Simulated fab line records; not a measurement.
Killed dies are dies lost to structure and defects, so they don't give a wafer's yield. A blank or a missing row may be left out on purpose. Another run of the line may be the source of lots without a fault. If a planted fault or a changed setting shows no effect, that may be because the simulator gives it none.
Which tool was responsible? / flow berkeleyCmos170 / 14 lots, 42 wafers sampled, at 4 steps of a route of 331

WHAT THE GAUGES SHOWED, per wafer
UCB170_NWELL_THK_MEAS_05. Usual: for NWELL_NITRIDE_THK the level is 223.6 nm and the standard deviation is 2.2.
lot=L476; measured=day 2 12:04; on=filmMetro-01; NWELL_NITRIDE_THK (nm)=225.8 226.1 225.7; flag=
lot=L478; measured=day 2 20:16; on=filmMetro-02; NWELL_NITRIDE_THK (nm)=224.2 223.8 220.9; flag=
lot=L480; measured=day 3 11:28; on=filmMetro-01; NWELL_NITRIDE_THK (nm)=222.7 224.1 225.2; flag=
lot=L481; measured=day 3 11:29; on=filmMetro-04; NWELL_NITRIDE_THK (nm)=221.8 223.5 220.6; flag=
lot=L482; measured=day 3 18:21; on=filmMetro-01; NWELL_NITRIDE_THK (nm)=223.6 221.8 224.6; flag=
lot=L483; measured=day 4 02:01; on=filmMetro-02; NWELL_NITRIDE_THK (nm)=220.3 223.2 221.7; flag=
lot=L488; measured=day 5 01:49; on=filmMetro-04; NWELL_NITRIDE_THK (nm)=226.5 223.6 225.2; flag=
lot=L490; measured=day 5 07:34; on=filmMetro-04; NWELL_NITRIDE_THK (nm)=220.7 220.7 220.7; flag=
lot=L489; measured=day 5 07:35; on=filmMetro-02; NWELL_NITRIDE_THK (nm)=220.1 219.9 219.9; flag=
lot=L491; measured=day 5 21:10; on=filmMetro-02; NWELL_NITRIDE_THK (nm)=220.7 222.1 221.6; flag=
lot=L492; measured=day 5 21:10; on=filmMetro-01; NWELL_NITRIDE_THK (nm)=224.3 224.7 223.3; flag=
lot=L493; measured=day 6 07:41; on=filmMetro-02; NWELL_NITRIDE_THK (nm)=225.2 225.4 225.4; flag=
lot=L495; measured=day 6 19:19; on=filmMetro-04; NWELL_NITRIDE_THK (nm)=223.4 225.0 223.5; flag=
lot=L497; measured=day 6 21:52; on=filmMetro-04; NWELL_NITRIDE_THK (nm)=225.0 226.3 224.9; flag=

UCB170_M1_CD_MEAS_90: the cd target is 700 nm. Usual: cdNm reads 701.0 nm (standard deviation 2.5).
lot=L476; measured=day 8 12:54; on=cdSem-01; cdNm (nm)=704.4 698.2 700.0; flag=
lot=L478; measured=day 8 12:23; on=cdSem-02; cdNm (nm)=707.8 706.7 707.7; flag=
lot=L480; measured=day 10 05:28; on=cdSem-02; cdNm (nm)=700.4 699.1 701.9; flag=
lot=L481; measured=day 10 05:46; on=cdSem-02; cdNm (nm)=700.5 703.9 699.7; flag=
lot=L482; measured=day 10 03:58; on=cdSem-01; cdNm (nm)=701.1 698.3 697.5; flag=
lot=L483; measured=day 10 03:44; on=cdSem-02; cdNm (nm)=703.1 703.3 702.7; flag=
lot=L488; measured=day 11 19:32; on=cdSem-01; cdNm (nm)=698.5 700.2 699.5; flag=
lot=L490; measured=day 11 19:14; on=cdSem-01; cdNm (nm)=699.9 699.2 696.2; flag=
lot=L489; measured=day 11 18:37; on=cdSem-01; cdNm (nm)=706.9 707.9 705.2; flag=
lot=L491; measured=day 12 04:39; on=cdSem-01; cdNm (nm)=700.7 697.6 700.9; flag=
lot=L492; measured=day 12 10:04; on=cdSem-01; cdNm (nm)=699.6 698.4 700.2; flag=
lot=L493; measured=day 12 13:36; on=cdSem-02; cdNm (nm)=699.6 699.4 700.0; flag=
lot=L495; measured=day 12 23:37; on=cdSem-02; cdNm (nm)=699.7 697.9 697.9; flag=
lot=L497; measured=day 13 02:40; on=cdSem-01; cdNm (nm)=698.5 697.7 699.2; flag=

WHAT TOOL EACH LOT RAN ON (gives the tool, then ch and the chambers of the sampled wafers, and finally the start)
lot=L476; UCB170_NWELL_HMDS_06=lithoTrack-02 ch 0, day 2 12:21; UCB170_ACTIVE_STRIP_16=plasmaAsher-01 ch 0,1, day 4 21:54
lot=L478; UCB170_NWELL_HMDS_06=lithoTrack-02 ch 0, day 2 20:20; UCB170_ACTIVE_STRIP_16=plasmaAsher-03 ch 0,1, day 5 04:35
lot=L480; UCB170_NWELL_HMDS_06=lithoTrack-02 ch 0, day 3 11:40; UCB170_ACTIVE_STRIP_16=plasmaAsher-01 ch 0,1, day 6 14:32
lot=L481; UCB170_NWELL_HMDS_06=lithoTrack-04 ch 0, day 3 11:37; UCB170_ACTIVE_STRIP_16=plasmaAsher-03 ch 0,1, day 6 14:41
lot=L482; UCB170_NWELL_HMDS_06=lithoTrack-02 ch 0, day 3 18:56; UCB170_ACTIVE_STRIP_16=plasmaAsher-01 ch 0,1, day 6 15:08
lot=L483; UCB170_NWELL_HMDS_06=lithoTrack-04 ch 0, day 4 02:26; UCB170_ACTIVE_STRIP_16=plasmaAsher-02 ch 0,1, day 6 14:54
lot=L488; UCB170_NWELL_HMDS_06=lithoTrack-01 ch 0, day 5 01:55; UCB170_ACTIVE_STRIP_16=plasmaAsher-03 ch 0,1, day 7 17:17
lot=L490; UCB170_NWELL_HMDS_06=lithoTrack-04 ch 0, day 5 07:40; UCB170_ACTIVE_STRIP_16=plasmaAsher-03 ch 0,1, day 7 17:43
lot=L489; UCB170_NWELL_HMDS_06=lithoTrack-01 ch 0, day 5 07:39; UCB170_ACTIVE_STRIP_16=plasmaAsher-01 ch 0,1, day 7 17:31
lot=L491; UCB170_NWELL_HMDS_06=lithoTrack-01 ch 0, day 5 21:13; UCB170_ACTIVE_STRIP_16=plasmaAsher-03 ch 0,1, day 8 08:55
lot=L492; UCB170_NWELL_HMDS_06=lithoTrack-02 ch 0, day 5 21:15; UCB170_ACTIVE_STRIP_16=plasmaAsher-01 ch 0,1, day 8 09:04
lot=L493; UCB170_NWELL_HMDS_06=lithoTrack-02 ch 0, day 6 07:57; UCB170_ACTIVE_STRIP_16=plasmaAsher-03 ch 0,1, day 8 18:23
lot=L495; UCB170_NWELL_HMDS_06=lithoTrack-02 ch 0, day 6 20:46; UCB170_ACTIVE_STRIP_16=plasmaAsher-02 ch 0,1, day 9 12:03
lot=L497; UCB170_NWELL_HMDS_06=lithoTrack-04 ch 0, day 6 23:23; UCB170_ACTIVE_STRIP_16=plasmaAsher-02 ch 0,1, day 9 11:47
- UCB170_NWELL_HMDS_06: prime time 60 s.
- UCB170_ACTIVE_STRIP_16: strips in O2.

WHAT THE TOOLS THEMSELVES READ (means of the sampled wafers that have a number; where no wafer has one, the mark that the record gives instead)
UCB170_NWELL_HMDS_06. Usual: primeTempC reads 99.96 C (standard deviation 0.14).
lot=L476; tool=lithoTrack-02; primeTempC (C)=99.94; flag=
lot=L478; tool=lithoTrack-02; primeTempC (C)=99.99; flag=
lot=L480; tool=lithoTrack-02; primeTempC (C)=99.85; flag=
lot=L481; tool=lithoTrack-04; primeTempC (C)=100.02; flag=
lot=L482; tool=lithoTrack-02; primeTempC (C)=100.18; flag=
lot=L483; tool=lithoTrack-04; primeTempC (C)=100.05; flag=
lot=L488; tool=lithoTrack-01; primeTempC (C)=99.78; flag=
lot=L490; tool=lithoTrack-04; primeTempC (C)=99.85; flag=
lot=L489; tool=lithoTrack-01; primeTempC (C)=101.61; flag=OFF
lot=L491; tool=lithoTrack-01; primeTempC (C)=101.52; flag=OFF
lot=L492; tool=lithoTrack-02; primeTempC (C)=99.98; flag=
lot=L493; tool=lithoTrack-02; primeTempC (C)=100.10; flag=
lot=L495; tool=lithoTrack-02; primeTempC (C)=100.18; flag=
lot=L497; tool=lithoTrack-04; primeTempC (C)=99.96; flag=

UCB170_ACTIVE_STRIP_16. Usual: drypumpMotorCurrentA 5.8 A, standard deviation 0.38; oesProductAu 0.721 a.u., standard deviation 0.005; stripTimeToEndpointS 18.07 s, standard deviation 0.1.
lot=L476; tool=plasmaAsher-01; drypumpMotorCurrentA (A)=6.0; oesProductAu (a.u.)=0.718; stripTimeToEndpointS (s)=18.19; flag=
lot=L478; tool=plasmaAsher-03; drypumpMotorCurrentA (A)=5.9; oesProductAu (a.u.)=0.721; stripTimeToEndpointS (s)=18.10; flag=
lot=L480; tool=plasmaAsher-01; drypumpMotorCurrentA (A)=6.0; oesProductAu (a.u.)=0.724; stripTimeToEndpointS (s)=18.14; flag=
lot=L481; tool=plasmaAsher-03; drypumpMotorCurrentA (A)=5.7; oesProductAu (a.u.)=0.723; stripTimeToEndpointS (s)=18.14; flag=
lot=L482; tool=plasmaAsher-01; drypumpMotorCurrentA (A)=6.0; oesProductAu (a.u.)=0.722; stripTimeToEndpointS (s)=18.19; flag=
lot=L483; tool=plasmaAsher-02; drypumpMotorCurrentA (A)=5.8; oesProductAu (a.u.)=0.723; stripTimeToEndpointS (s)=17.99; flag=
lot=L488; tool=plasmaAsher-03; drypumpMotorCurrentA (A)=5.7; oesProductAu (a.u.)=0.722; stripTimeToEndpointS (s)=18.03; flag=
lot=L490; tool=plasmaAsher-03; drypumpMotorCurrentA (A)=5.9; oesProductAu (a.u.)=0.719; stripTimeToEndpointS (s)=17.98; flag=
lot=L489; tool=plasmaAsher-01; drypumpMotorCurrentA (A)=6.0; oesProductAu (a.u.)=0.722; stripTimeToEndpointS (s)=18.20; flag=
lot=L491; tool=plasmaAsher-03; drypumpMotorCurrentA (A)=5.9; oesProductAu (a.u.)=0.721; stripTimeToEndpointS (s)=18.00; flag=
lot=L492; tool=plasmaAsher-01; drypumpMotorCurrentA (A)=5.7; oesProductAu (a.u.)=0.719; stripTimeToEndpointS (s)=18.10; flag=
lot=L493; tool=plasmaAsher-03; drypumpMotorCurrentA (A)=5.9; oesProductAu (a.u.)=0.722; stripTimeToEndpointS (s)=18.06; flag=
lot=L495; tool=plasmaAsher-02; drypumpMotorCurrentA (A)=5.8; oesProductAu (a.u.)=0.719; stripTimeToEndpointS (s)=18.02; flag=
lot=L497; tool=plasmaAsher-02; drypumpMotorCurrentA (A)=5.8; oesProductAu (a.u.)=0.727; stripTimeToEndpointS (s)=18.02; flag=

THE ANSWER, worked out from the rows above alone
Rule: take the mean of a lot's wafers that have a number; if it is more than 3 standard deviations from the usual mean, the lot is off. Also off: a lot with no number at a reading for which 4 or more lots have one. All remaining lots with rows at the step are treated as sound. Order of review: gauges by route order, followed by the tools' own readings, for which a lot's mean as printed above is used. At the first step where some lot is off, the reading lying furthest off is the one used; lots without a number count as furthest.
Off at UCB170_NWELL_HMDS_06 (primeTempC): L489, L491.
A tool fits if, at that step or a process step before it, it ran every lot that is off, and no sound lot after the first of them. One fits: lithoTrack-01 at UCB170_NWELL_HMDS_06. Its last sound lot is L488 (day 5 01:55), its first lot that is off L489 (day 5 07:39): a fault that began between those two fits.
The tool's own readings at UCB170_NWELL_HMDS_06 bear it out: on the lots that are off they differ by more than 5 times the standard deviation of the sound lots' means. primeTempC reads 101.56 C there against 99.99 C on the sound lots.

WHAT THE SIMULATOR HAD INSERTED
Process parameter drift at UCB170_NWELL_HMDS_06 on lithoTrack-01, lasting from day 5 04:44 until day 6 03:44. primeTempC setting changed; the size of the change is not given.
Lots struck among those shown: L489, L491. Same finding as the rule above.
